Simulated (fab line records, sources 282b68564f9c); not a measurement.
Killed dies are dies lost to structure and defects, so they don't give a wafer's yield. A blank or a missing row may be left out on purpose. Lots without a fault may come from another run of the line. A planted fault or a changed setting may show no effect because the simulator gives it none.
fab line records | flow rit_cmos
record lots=15 wafers=45 last_day=7
route steps=202 shown NLDD@112
lots that met no fault: from a run of the same line without faults
start_h: hours from the record's first day to the start of the lot's first wafer shown | wait_h: hours since the lot's step before | " the same as in the row above | L1.1+2: a row that stands for several wafers | - no value, or no start given | * or withheld: withheld | < > ~ a bound
route shown NAME@n: a module of which the file shows steps, and the number in the route of the first | usual: mean/standard deviation of fault-free wafers | same: alike in all rows | chamber/n: place in a boat | sites: the reading at each site | _std_site: their standard deviation | _edge_site: outer sites' mean less inner sites' | radius_mm: how far each site lies from the wafer's centre | mask NAME#n: copy n | behind: the tool/chamber that last shaped the wafer | hold: why the lot was held/for how many hours/how that ended | device: the transistor (n, p or np) that didn't switch | end of line: the same wafers' tests at the end of the route | a step without rows: its recipe alone | killed: dies lost to structure and defects at the first sort, not the wafer's yield | map: a wafer's dies, x killed, . not, _ none there
set.NAME: the setting as run; set.NAME@STEP: as run at that earlier step | model.NAME: the simulator's own value behind a step, which no gauge read
steps of the route over a sample of lots; a table a step, a row a wafer
services: from which hour (start_h, from the record's first day; less than 0 if before it) a tool's chamber was out of use, for how many hours, and why
## steps
# step RIT_NLDD_STRIP_09
# recipe chemistry=O2 time_s=180 resist=NOVOLAK platen_temp_c=withheld power_w=508 pressure_mtorr=4000 o2_flow_sccm=4000
# usual chamber_pressure_mTorr=3999/3.7 drypump_motor_current_A=5.4/0.42
# columns lot.wafer tool chamber start_h wait_h chamber_pressure_mTorr drypump_motor_current_A rf_hours_counter_h
L105.1 plasma_asher-01 0 44.85 0.1 3998 4.8 26
L105.4 " 0 " " 3997 4.7 -
L105.5 " 0 " " 4001 4.8 -
L106.2 plasma_asher-04 0 52.89 0.1 4001 5.8 41
L106.4 " 1 " " 4002 5.8 -
L106.6 " 1 " " 3999 5.8 -
L107.2 plasma_asher-03 1 58.21 0.1 3995 5.2 41
L107.3 " 0 " " 4004 5.3 -
L107.5 " 0 " " 3995 5.3 -
L108.1 plasma_asher-01 0 64.83 0.1 3993 4.8 28
L108.3 " 1 " " 4002 5.9 -
L108.4 " 0 " " 4001 4.8 -
L110.1 plasma_asher-01 0 74.35 0.1 1994 4.8 29
L110.2 " 1 " " 3997 5.9 29
L110.3 " 1 " " 4002 5.9 -
L112.2 plasma_asher-01 1 82.64 0.1 4004 5.9 31
L112.4 " 0 " " 1999 4.8 -
L112.6 " 1 " " 4000 5.9 -
L113.1 plasma_asher-03 1 90.86 0.1 4006 5.2 45
L113.3 " 0 " " 4001 5.3 -
L113.5 " 1 " " 3993 5.2 -
L114.2 plasma_asher-01 1 90.98 0.1 3998 5.9 31
L114.4 " 0 " " 1996 4.8 -
L114.5 " 0 " " 1997 4.8 -
L120.1 plasma_asher-03 1 121.44 0.1 4003 5.2 0
L120.5 " 1 " " 4000 5.2 -
L120.6 " 0 " " 4002 5.3 -
L121.1 plasma_asher-04 0 124.05 0.1 4001 5.8 47
L121.2 " 1 " " 3987 5.8 47
L121.4 " 1 " " 3999 5.8 -
L124.1 plasma_asher-01 0 142.15 0.1 3997 4.7 38
L124.2 " 1 " " 4003 5.9 38
L124.5 " 0 " " 4000 4.8 -
L125.1 plasma_asher-03 1 144.76 0.1 3994 5.2 2
L125.2 " 0 " " 3997 5.3 2
L125.5 " 1 " " 3997 5.2 -
L126.1 plasma_asher-03 0 151.87 0.1 3998 5.3 3
L126.3 " 0 " " 3996 5.3 -
L126.4 " 1 " " 3997 5.2 -
L127.1 plasma_asher-01 0 156.28 0.1 4003 4.8 39
L127.2 " 1 " " 3997 5.9 39
L127.4 " 1 " " 3998 5.9 -
L128.2 plasma_asher-03 1 159.34 0.1 4001 5.2 4
L128.5 " 1 " " 4000 5.2 -
L128.6 " 0 " " 4004 5.3 -
## services
# columns tool chamber start_h hours kind
plasma_asher-04 - 62.96 15.9 pm
plasma_asher-03 - 107.08 5.2 repair
plasma_asher-03 - 112.27 9.0 pm
plasma_asher-03 0 112.27 9.0 vent_cycle
plasma_asher-03 1 112.27 9.0 vent_cycle
plasma_asher-03 0 121.27 - clean
plasma_asher-03 1 121.27 - clean
## key
first_sign step=RIT_NLDD_STRIP_09 reading=chamber_pressure_mTorr direction=down sigmas=99+ usual=3999 struck=1997
effect none on later readings
met_at RIT_NLDD_STRIP_09
struck_lots L110,L112,L114
struck_wafers L110.1,L112.4,L114.4,L114.5
tester_left_out L110,L112,L114
onset_between 64.83 74.35
fault kind=process_parameter_drift tool=plasma_asher-01 chamber=0 onset_h=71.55 steps=RIT_NLDD_STRIP_09 channel=pressure_mtorr offset=-2000 shape=step end_h=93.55 acts_in=these_recipes_only stated=4000
# tester_left_out: of these lots the tester's yield and bins aren't shown, on N5 and GAA mostly nor the transistor test; their killed dies are dies lost to structure and defects alone, not to doping, threshold or leakage, so they don't give the yield
